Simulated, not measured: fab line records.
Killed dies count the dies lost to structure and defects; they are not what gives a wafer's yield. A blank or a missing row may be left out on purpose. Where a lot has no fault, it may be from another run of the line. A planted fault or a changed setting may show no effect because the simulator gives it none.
A single fault, viewed from 2 desks ; flow rit cmos ; numbers are kept per desk, each desk with only its own; the story behind them comes last

FOR THE TOOL OWNER'S DESK: pvd sputter-01
The tool's own readings at RIT_M1_SPUTTER_00 (material Al, target thk 400 nm, time 500 s): means of the sampled wafers that have a number, for each lot that ran on this tool. Any lot whose mean is over 4 standard deviations away from the usual mean is out of limits and marked OUT; that distance is given in the brackets.
Columns: A = throttle valve pct at RIT_M1_SPUTTER_00, usual 30.1 %
lot;first seen here;A
L393;day 3 15:10;30.7
L397;day 4 11:10;30.4
L399;day 4 20:25;30.5
L401;day 5 06:55;30.4
L403;day 5 17:58;30.5
L407;day 6 13:24;30.2
L409;day 7 00:04;30.5
Finding of this desk: none of the 7 lots has anything out of limits.

AT THE METROLOGY DESK
Means of the sampled wafers that have a number, per lot and without regard to the tool the lot ran on: this is what the gauges read. Any lot whose mean is over 4 standard deviations away from the usual mean is out of limits and marked OUT; that distance is given in the brackets.
Columns: A = CONTACT_TEOS_THK at RIT_CONTACT_THK_MEAS_01, usual 399 nm; B = M1_AL_RS at RIT_M1_RS_MEAS_01, usual 0.0737 ohm/sq; C = M1_AL_THK at RIT_M1_THK_MEAS_02, usual 394 nm
lot;first seen here;A;B;C
L392;day 3 09:58;395;0.0724;402
L393;day 3 12:34;399;0.0755;382
L394;day 3 17:40;395;0.0730;400
L396;day 4 03:59;395;0.0729;396
L397;day 4 08:52;397;0.0740;394
L398;day 4 12:56;398;0.0729;400
L399;day 4 18:13;400;0.0735;397
L401;day 5 04:32;395;0.0742;392
L403;day 5 15:46;405;0.0737;391
L404;day 5 20:01;399;0.0749;390
L407;day 6 10:54;402;0.0912 (+22) OUT;334 (-12) OUT
L409;day 6 21:47;397;0.0903 (+21) OUT;332 (-12) OUT
L412;day 7 11:14;404;0.0737;395
L414;day 7 20:47;396;0.0747;389
This desk reports L407, L409 out of limits; the earliest was L407 at day 6 13:42 (M1_AL_RS at RIT_M1_RS_MEAS_01). Within limits: L392, L393, L394, L396, L397, L398, L399, L401, L403, L404, L412, L414.

TAKEN TOGETHER
An alarm was possible from the metrology desk at day 6 13:42, on L407, L409.
The desk of the tool owner found nothing out of limits.
Tool owner's desk: L407, L409 on record, inside its limits.
On pvd sputter-01, each named lot ran RIT_M1_SPUTTER_00.

WHAT THE SIMULATOR HAD PUT IN
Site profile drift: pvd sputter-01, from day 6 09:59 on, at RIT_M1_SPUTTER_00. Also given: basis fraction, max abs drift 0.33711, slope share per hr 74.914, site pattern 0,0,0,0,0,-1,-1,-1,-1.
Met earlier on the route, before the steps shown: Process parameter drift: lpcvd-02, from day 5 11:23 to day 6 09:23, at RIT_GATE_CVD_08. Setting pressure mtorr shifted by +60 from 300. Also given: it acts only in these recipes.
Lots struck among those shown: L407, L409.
Delay in hours, fault start to first out-of-limits reading, per desk: metrology desk 4.
